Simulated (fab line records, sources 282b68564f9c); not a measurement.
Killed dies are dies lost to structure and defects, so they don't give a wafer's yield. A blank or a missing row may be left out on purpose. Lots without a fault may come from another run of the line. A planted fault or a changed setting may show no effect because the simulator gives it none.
Chamber matching | flow rit_cmos | RIT_GATE_ETCH_19 on rie_si-02: 4 sister chambers
The step etches poly-Si in SF6/CHF3/O2, stops on SiO2, time 165 s, target depth 312.5 nm. 8 wafers are shown with their chamber, then 8 later ones without.

WAFERS WITH THEIR CHAMBER
wafer  | chamber | drypump_motor_current_A (A) | throttle_valve_pct (%)
L535.6 | 1       | 6.4                         | 10.28
L537.2 | 3       | 6.5                         | 10.51
L537.4 | 1       | 6.4                         | 10.29
L541.5 | 0       | 5.7                         | 10.20
L543.1 | 3       | 6.5                         | 10.52
L543.3 | 2       | 6.9                         | 10.06
L543.6 | 0       | 5.8                         | 10.22
L551.1 | 2       | 6.9                         | 10.06

WAFERS WITHOUT THEIR CHAMBER
wafer  | drypump_motor_current_A (A) | throttle_valve_pct (%)
L551.5 | 6.5                         | 10.53
L551.6 | 6.9                         | 10.06
L553.1 | 6.4                         | 10.27
L553.3 | 5.7                         | 10.20
L553.4 | 6.8                         | 10.07
L555.2 | 6.5                         | 10.52
L555.3 | 6.9                         | 10.05
L555.5 | 6.9                         | 10.05

WHICH CHAMBER EACH WENT THROUGH
wafer  | from the rows above | in truth
L551.5 | 3                   | 3
L551.6 | 2                   | 2
L553.1 | 1                   | 1
L553.3 | 0                   | 0
L553.4 | 2                   | 2
L555.2 | 3                   | 3
L555.3 | 2                   | 2
L555.5 | 2                   | 2
Placed correctly: 8 of 8. Can't be placed from these rows: 0. Placed wrongly: 0.
How it was worked out, from the rows above alone: a wafer's distance from a chamber is the root of the sum, over the readings, of the square of ((its reading less the chamber's mean) divided by the reading's scatter). The wafer belongs to the nearest chamber; if the next one is less than 2 further off, it can't be placed. A chamber's mean is the mean of its shown wafers. The scatter: the root of (the sum of the squares of (reading less its chamber's mean) over the shown wafers, divided by (wafers less chambers)).
